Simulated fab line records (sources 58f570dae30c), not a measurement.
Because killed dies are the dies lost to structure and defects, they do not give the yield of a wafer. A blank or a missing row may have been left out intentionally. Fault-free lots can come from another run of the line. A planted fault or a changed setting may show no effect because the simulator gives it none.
fab line records / flow berkeleyCmos170
record: lots: 7 wafers: 21 lastDay: 13
route steps=331 shown CONTACT@217
lots with no fault: from the same line, run without faults
startH: hours from the record's opening day to when the first of the lot's shown wafers began / waitH: hours elapsed since this lot's preceding step / " same as the row above / L1.1+2: a single row standing in for several wafers / - no value, or no start given / * or withheld: withheld / < > ~ a bound
route shown NAME@n: NAME is a module with steps in the file, n the number in the route of the first one / usual: the fault-free wafers' mean and standard deviation / same: alike in all rows / chamber/n: place in a boat / sites: the reading at each site / _std_site: standard deviation of those values / _edge_site: outer sites' mean less inner sites' / radiusMm: how far each site lies from the wafer's centre / mask NAME#n: copy n / behind: the last tool/chamber to shape the wafer / hold: why the lot went on hold/how many hours it stayed there/how the hold came to an end / device: the n, p or np transistor that did not switch / end of line: tests run on the same wafers once the route is complete / step lacking rows: just its recipe / killed: not the wafer's yield, but the dies lost to structure and defects at the first sort / map: a wafer's dies, marking killed ones x, the rest . and places with no die _
set.NAME: the setting the step ran with; set.NAME@STEP: the setting that earlier step ran with / model.NAME: the simulator's own value behind a step, which no gauge read
lots seen at some steps along the route; tables by step, rows by wafer
services: a tool's chamber out of use, with start hour (startH, from the record's first day; less than 0 if before it), hours out, and reason
== steps ==
step: UCB170_CONTACT_CVD_01
recipe: material: PSG targetThkNm: 700 tempC: 450 precursor: SiH4/O2/PH3 timeS: 2820 pressureMtorr: 300 sih4FlowSccm: 60 o2FlowSccm: 90 ph3FlowSccm: 25
step: UCB170_CONTACT_THK_MEAS_02
recipe: reads: PSG_of_CONTACT_CVD_01
usual: CONTACT_PSG_THK: 700/7.1
lot.wafer=L273.2 tool=filmMetro-02 chamber=- startH=148.39 waitH=0.0 CONTACT_PSG_THK[nm]=686
lot.wafer=L273.4 tool=filmMetro-02 chamber=- startH=148.39 waitH=0.0 CONTACT_PSG_THK[nm]=688
lot.wafer=L273.5 tool=filmMetro-02 chamber=- startH=148.39 waitH=0.0 CONTACT_PSG_THK[nm]=687
lot.wafer=L283.1 tool=filmMetro-02 chamber=- startH=215.37 waitH=0.0 CONTACT_PSG_THK[nm]=704
lot.wafer=L283.2 tool=filmMetro-02 chamber=- startH=215.37 waitH=0.0 CONTACT_PSG_THK[nm]=696
lot.wafer=L283.6 tool=filmMetro-02 chamber=- startH=215.37 waitH=0.0 CONTACT_PSG_THK[nm]=695
lot.wafer=L287.1 tool=filmMetro-01 chamber=- startH=237.74 waitH=0.0 CONTACT_PSG_THK[nm]=708
lot.wafer=L287.2 tool=filmMetro-01 chamber=- startH=237.74 waitH=0.0 CONTACT_PSG_THK[nm]=706
lot.wafer=L287.5 tool=filmMetro-01 chamber=- startH=237.74 waitH=0.0 CONTACT_PSG_THK[nm]=702
lot.wafer=L285.1 tool=filmMetro-04 chamber=- startH=237.99 waitH=0.0 CONTACT_PSG_THK[nm]=705
lot.wafer=L285.5 tool=filmMetro-04 chamber=- startH=237.99 waitH=0.0 CONTACT_PSG_THK[nm]=708
lot.wafer=L285.6 tool=filmMetro-04 chamber=- startH=237.99 waitH=0.0 CONTACT_PSG_THK[nm]=695
lot.wafer=L286.2 tool=filmMetro-02 chamber=- startH=238.00 waitH=0.0 CONTACT_PSG_THK[nm]=711
lot.wafer=L286.3 tool=filmMetro-02 chamber=- startH=238.00 waitH=0.0 CONTACT_PSG_THK[nm]=707
lot.wafer=L286.5 tool=filmMetro-02 chamber=- startH=238.00 waitH=0.0 CONTACT_PSG_THK[nm]=704
lot.wafer=L289.3 tool=filmMetro-01 chamber=- startH=254.20 waitH=0.0 CONTACT_PSG_THK[nm]=708
lot.wafer=L289.5 tool=filmMetro-01 chamber=- startH=254.20 waitH=0.0 CONTACT_PSG_THK[nm]=698
lot.wafer=L289.6 tool=filmMetro-01 chamber=- startH=254.20 waitH=0.0 CONTACT_PSG_THK[nm]=700
lot.wafer=L292.1 tool=filmMetro-04 chamber=- startH=283.73 waitH=0.0 CONTACT_PSG_THK[nm]=698
lot.wafer=L292.2 tool=filmMetro-04 chamber=- startH=283.73 waitH=0.0 CONTACT_PSG_THK[nm]=702
lot.wafer=L292.3 tool=filmMetro-04 chamber=- startH=283.73 waitH=0.0 CONTACT_PSG_THK[nm]=698
step: UCB170_CONTACT_HMDS_03
recipe: primeTimeS: 60 primeTempC: 100
step: UCB170_CONTACT_COAT_04
recipe: resist: KrF spinRpm: 1500 resistThkNm: 900
step: UCB170_CONTACT_SOFTBAKE_05
recipe: resist: KrF tempC: 130 timeS: 60
step: UCB170_CONTACT_STRIP_06
recipe: chemistry: O2 powerW: 400 pressureMtorr: 3500 platenTempC: withheld o2FlowSccm: 400 overashFraction: 0.5
usual: drypumpMotorCurrentA: 5.5/0.65 oesProductAu: 0.734/0.0047 stripTimeToEndpointS: 21.97/0.062
lot.wafer=L273.2 tool=plasmaAsher-02 chamber=1 startH=148.95 waitH=0.1 drypumpMotorCurrentA=6.4 oesProductAu=0.741 rfHoursCounterH=46 stripTimeToEndpointS=21.93
lot.wafer=L273.4 tool=plasmaAsher-02 chamber=0 startH=148.95 waitH=0.1 drypumpMotorCurrentA=5.3 oesProductAu=0.727 rfHoursCounterH=- stripTimeToEndpointS=21.98
lot.wafer=L273.5 tool=plasmaAsher-02 chamber=1 startH=148.95 waitH=0.1 drypumpMotorCurrentA=6.5 oesProductAu=0.733 rfHoursCounterH=- stripTimeToEndpointS=21.92
lot.wafer=L283.1 tool=plasmaAsher-01 chamber=1 startH=215.88 waitH=0.1 drypumpMotorCurrentA=4.9 oesProductAu=0.742 rfHoursCounterH=41 stripTimeToEndpointS=21.83
lot.wafer=L283.2 tool=plasmaAsher-01 chamber=0 startH=215.88 waitH=0.1 drypumpMotorCurrentA=5.1 oesProductAu=0.735 rfHoursCounterH=41 stripTimeToEndpointS=21.90
lot.wafer=L283.6 tool=plasmaAsher-01 chamber=0 startH=215.88 waitH=0.1 drypumpMotorCurrentA=5.1 oesProductAu=0.736 rfHoursCounterH=- stripTimeToEndpointS=21.85
lot.wafer=L287.1 tool=plasmaAsher-01 chamber=1 startH=238.25 waitH=0.1 drypumpMotorCurrentA=4.9 oesProductAu=0.741 rfHoursCounterH=43 stripTimeToEndpointS=21.89
lot.wafer=L287.2 tool=plasmaAsher-01 chamber=0 startH=238.25 waitH=0.1 drypumpMotorCurrentA=5.1 oesProductAu=0.739 rfHoursCounterH=43 stripTimeToEndpointS=21.88
lot.wafer=L287.5 tool=plasmaAsher-01 chamber=0 startH=238.25 waitH=0.1 drypumpMotorCurrentA=5.0 oesProductAu=0.728 rfHoursCounterH=- stripTimeToEndpointS=21.86
lot.wafer=L285.1 tool=plasmaAsher-02 chamber=1 startH=238.50 waitH=0.1 drypumpMotorCurrentA=6.4 oesProductAu=0.735 rfHoursCounterH=55 stripTimeToEndpointS=21.94
lot.wafer=L285.5 tool=plasmaAsher-02 chamber=1 startH=238.50 waitH=0.1 drypumpMotorCurrentA=6.4 oesProductAu=0.731 rfHoursCounterH=- stripTimeToEndpointS=22.00
lot.wafer=L285.6 tool=plasmaAsher-02 chamber=0 startH=238.50 waitH=0.1 drypumpMotorCurrentA=5.3 oesProductAu=0.733 rfHoursCounterH=- stripTimeToEndpointS=22.08
lot.wafer=L286.2 tool=plasmaAsher-04 chamber=1 startH=238.70 waitH=0.1 drypumpMotorCurrentA=6.3 oesProductAu=0.736 rfHoursCounterH=54 stripTimeToEndpointS=21.97
lot.wafer=L286.3 tool=plasmaAsher-04 chamber=0 startH=238.70 waitH=0.1 drypumpMotorCurrentA=5.0 oesProductAu=0.737 rfHoursCounterH=- stripTimeToEndpointS=21.94
lot.wafer=L286.5 tool=plasmaAsher-04 chamber=1 startH=238.70 waitH=0.1 drypumpMotorCurrentA=6.3 oesProductAu=0.740 rfHoursCounterH=- stripTimeToEndpointS=21.96
lot.wafer=L289.3 tool=plasmaAsher-04 chamber=0 startH=254.72 waitH=0.1 drypumpMotorCurrentA=5.0 oesProductAu=0.730 rfHoursCounterH=- stripTimeToEndpointS=22.06
lot.wafer=L289.5 tool=plasmaAsher-04 chamber=1 startH=254.72 waitH=0.1 drypumpMotorCurrentA=6.3 oesProductAu=0.733 rfHoursCounterH=- stripTimeToEndpointS=21.99
lot.wafer=L289.6 tool=plasmaAsher-04 chamber=0 startH=254.72 waitH=0.1 drypumpMotorCurrentA=5.0 oesProductAu=0.735 rfHoursCounterH=- stripTimeToEndpointS=22.03
lot.wafer=L292.1 tool=plasmaAsher-04 chamber=1 startH=284.24 waitH=0.1 drypumpMotorCurrentA=6.4 oesProductAu=0.726 rfHoursCounterH=59 stripTimeToEndpointS=21.99
lot.wafer=L292.2 tool=plasmaAsher-04 chamber=0 startH=284.24 waitH=0.1 drypumpMotorCurrentA=5.0 oesProductAu=0.731 rfHoursCounterH=59 stripTimeToEndpointS=21.95
lot.wafer=L292.3 tool=plasmaAsher-04 chamber=1 startH=284.24 waitH=0.1 drypumpMotorCurrentA=6.4 oesProductAu=0.737 rfHoursCounterH=- stripTimeToEndpointS=21.99
step: UCB170_CONTACT_CLEAN_07
recipe: chemistry: SPM tempC: 120 timeS: 600
step: UCB170_CONTACT_RTA_08
recipe: tempC: 900 timeS: 10 ambient: N2
usual: lampPowerPct: 24.0/1.1 wafer_temp_C_max: 903.2/0.92
lot.wafer=L273.2 tool=rtpAnneal-02 chamber=0 startH=149.23 waitH=0.0 lampPowerPct=25.1 wafer_temp_C_max=902.8
lot.wafer=L273.4 tool=rtpAnneal-02 chamber=0 startH=149.23 waitH=0.0 lampPowerPct=25.1 wafer_temp_C_max=902.4
lot.wafer=L273.5 tool=rtpAnneal-02 chamber=0 startH=149.23 waitH=0.0 lampPowerPct=25.1 wafer_temp_C_max=903.2
lot.wafer=L283.1 tool=rtpAnneal-01 chamber=0 startH=216.29 waitH=0.0 lampPowerPct=22.9 wafer_temp_C_max=904.7
lot.wafer=L283.2 tool=rtpAnneal-01 chamber=0 startH=216.29 waitH=0.0 lampPowerPct=22.9 wafer_temp_C_max=903.6
lot.wafer=L283.6 tool=rtpAnneal-01 chamber=0 startH=216.29 waitH=0.0 lampPowerPct=22.9 wafer_temp_C_max=903.7
lot.wafer=L287.1 tool=rtpAnneal-02 chamber=0 startH=238.52 waitH=0.0 lampPowerPct=25.1 wafer_temp_C_max=902.5
lot.wafer=L287.2 tool=rtpAnneal-02 chamber=0 startH=238.52 waitH=0.0 lampPowerPct=25.0 wafer_temp_C_max=901.7
lot.wafer=L287.5 tool=rtpAnneal-02 chamber=0 startH=238.52 waitH=0.0 lampPowerPct=25.1 wafer_temp_C_max=901.6
lot.wafer=L285.1 tool=rtpAnneal-01 chamber=0 startH=238.78 waitH=0.0 lampPowerPct=22.9 wafer_temp_C_max=902.9
lot.wafer=L285.5 tool=rtpAnneal-01 chamber=0 startH=238.78 waitH=0.0 lampPowerPct=22.9 wafer_temp_C_max=904.2
lot.wafer=L285.6 tool=rtpAnneal-01 chamber=0 startH=238.78 waitH=0.0 lampPowerPct=22.9 wafer_temp_C_max=903.5
lot.wafer=L286.2 tool=rtpAnneal-02 chamber=0 startH=238.98 waitH=0.0 lampPowerPct=25.1 wafer_temp_C_max=902.8
lot.wafer=L286.3 tool=rtpAnneal-02 chamber=0 startH=238.98 waitH=0.0 lampPowerPct=25.1 wafer_temp_C_max=903.4
lot.wafer=L286.5 tool=rtpAnneal-02 chamber=0 startH=238.98 waitH=0.0 lampPowerPct=25.2 wafer_temp_C_max=902.7
lot.wafer=L289.3 tool=rtpAnneal-01 chamber=0 startH=255.84 waitH=0.0 lampPowerPct=23.0 wafer_temp_C_max=904.1
lot.wafer=L289.5 tool=rtpAnneal-01 chamber=0 startH=255.84 waitH=0.0 lampPowerPct=22.9 wafer_temp_C_max=903.1
lot.wafer=L289.6 tool=rtpAnneal-01 chamber=0 startH=255.84 waitH=0.0 lampPowerPct=22.9 wafer_temp_C_max=904.0
lot.wafer=L292.1 tool=rtpAnneal-01 chamber=0 startH=284.53 waitH=0.0 lampPowerPct=22.9 wafer_temp_C_max=903.3
lot.wafer=L292.2 tool=rtpAnneal-01 chamber=0 startH=284.53 waitH=0.0 lampPowerPct=22.9 wafer_temp_C_max=905.0
lot.wafer=L292.3 tool=rtpAnneal-01 chamber=0 startH=284.53 waitH=0.0 lampPowerPct=22.9 wafer_temp_C_max=903.8
step: UCB170_CONTACT_COAT_09
recipe: resist: BARC tempC: withheld timeS: withheld spinRpm: 3000 resistThkNm: withheld
step: UCB170_CONTACT_COAT_10
recipe: resist: KrF spinRpm: 1500 resistThkNm: 900
step: UCB170_CONTACT_SOFTBAKE_11
recipe: resist: KrF tempC: 130 timeS: 60
step: UCB170_CONTACT_EXPOSE_12
recipe: maskId: CONT targetCdNm: 700 na: 0.5 sigmaOuter: 0.6 sourceShape: conventional doseMj: 35
step: UCB170_CONTACT_PEB_13
recipe: pebTempC: 130 pebTimeS: withheld resist: KrF
usual: chillPlateTempC: 23.03/0.11 exhaustPa: 44.7/0.86
lot.wafer=L273.2 tool=lithoTrack-01 chamber=0 startH=150.06 waitH=0.2 chillPlateTempC=23.19 exhaustPa=43.8
lot.wafer=L273.4 tool=lithoTrack-01 chamber=0 startH=150.06 waitH=0.2 chillPlateTempC=23.10 exhaustPa=44.9
lot.wafer=L273.5 tool=lithoTrack-01 chamber=0 startH=150.06 waitH=0.2 chillPlateTempC=23.01 exhaustPa=44.2
lot.wafer=L283.1 tool=lithoTrack-01 chamber=0 startH=216.92 waitH=0.1 chillPlateTempC=23.00 exhaustPa=45.8
lot.wafer=L283.2 tool=lithoTrack-01 chamber=0 startH=216.92 waitH=0.1 chillPlateTempC=22.92 exhaustPa=44.6
lot.wafer=L283.6 tool=lithoTrack-01 chamber=0 startH=216.92 waitH=0.1 chillPlateTempC=23.01 exhaustPa=44.8
lot.wafer=L287.1 tool=lithoTrack-01 chamber=- startH=239.39 waitH=0.1 chillPlateTempC=- exhaustPa=-
lot.wafer=L287.2 tool=lithoTrack-01 chamber=- startH=239.39 waitH=0.1 chillPlateTempC=- exhaustPa=-
lot.wafer=L287.5 tool=lithoTrack-01 chamber=- startH=239.39 waitH=0.1 chillPlateTempC=- exhaustPa=-
lot.wafer=L285.1 tool=lithoTrack-04 chamber=- startH=239.63 waitH=0.1 chillPlateTempC=- exhaustPa=-
lot.wafer=L285.5 tool=lithoTrack-04 chamber=- startH=239.63 waitH=0.1 chillPlateTempC=- exhaustPa=-
lot.wafer=L285.6 tool=lithoTrack-04 chamber=- startH=239.63 waitH=0.1 chillPlateTempC=- exhaustPa=-
lot.wafer=L286.2 tool=lithoTrack-01 chamber=- startH=239.90 waitH=0.1 chillPlateTempC=- exhaustPa=-
lot.wafer=L286.3 tool=lithoTrack-01 chamber=- startH=239.90 waitH=0.1 chillPlateTempC=- exhaustPa=-
lot.wafer=L286.5 tool=lithoTrack-01 chamber=- startH=239.90 waitH=0.1 chillPlateTempC=- exhaustPa=-
lot.wafer=L289.3 tool=lithoTrack-03 chamber=0 startH=257.11 waitH=0.6 chillPlateTempC=23.15 exhaustPa=44.3
lot.wafer=L289.5 tool=lithoTrack-03 chamber=0 startH=257.11 waitH=0.6 chillPlateTempC=23.08 exhaustPa=45.4
lot.wafer=L289.6 tool=lithoTrack-03 chamber=0 startH=257.11 waitH=0.6 chillPlateTempC=23.15 exhaustPa=44.1
lot.wafer=L292.1 tool=lithoTrack-04 chamber=0 startH=285.30 waitH=0.1 chillPlateTempC=23.06 exhaustPa=46.0
lot.wafer=L292.2 tool=lithoTrack-04 chamber=0 startH=285.30 waitH=0.1 chillPlateTempC=23.04 exhaustPa=46.8
lot.wafer=L292.3 tool=lithoTrack-04 chamber=0 startH=285.30 waitH=0.1 chillPlateTempC=23.00 exhaustPa=45.7
step: UCB170_CONTACT_DEVELOP_14
recipe: developer: TMAH developTimeS: 45 resist: KrF devTempC: 21
== services ==
tool=rtpAnneal-02 chamber=- startH=166.72 hours=3.9 kind=pm
tool=plasmaAsher-04 chamber=- startH=203.48 hours=2.8 kind=pm
tool=plasmaAsher-04 chamber=- startH=212.69 hours=0.3 kind=repair
tool=plasmaAsher-02 chamber=- startH=252.50 hours=0.7 kind=repair
== key ==
firstSign: step: UCB170_CONTACT_PEB_13 reading: toolRecord direction: missing
effect none on later readings
metAt UCB170_CONTACT_PEB_13
struckWafers L285.1,L285.5,L285.6,L286.2,L286.3,L286.5,L287.1,L287.2,L287.5
laterRowsLeftOut L285.1,L285.5,L285.6,L286.2,L286.3,L286.5,L287.1,L287.2,L287.5
sortLeftOut L285.1,L285.5,L285.6,L286.2,L286.3,L286.5,L287.1,L287.2,L287.5
testerLeftOut L285,L286,L287
onsetBetween 216.92 239.39
fault: kind: skippedStepWhole tool: lithoTrack-01,lithoTrack-04 chamber: - onsetH: 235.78 steps: UCB170_CONTACT_PEB_13 scope: struckLotsOnly
testerLeftOut: of these lots the tester's yield and bins aren't shown, on N5 and GAA mostly nor the transistor test; their killed dies are dies lost to structure and defects alone, not to doping, threshold or leakage, so they don't give the yield
sortLeftOut: the simulated sort isn't trusted on such a fault, so these wafers' sort isn't shown, and their yield isn't known
laterRowsLeftOut: the simulator's readings of these wafers behind a module that went badly wrong aren't trusted and aren't shown, but for the sort
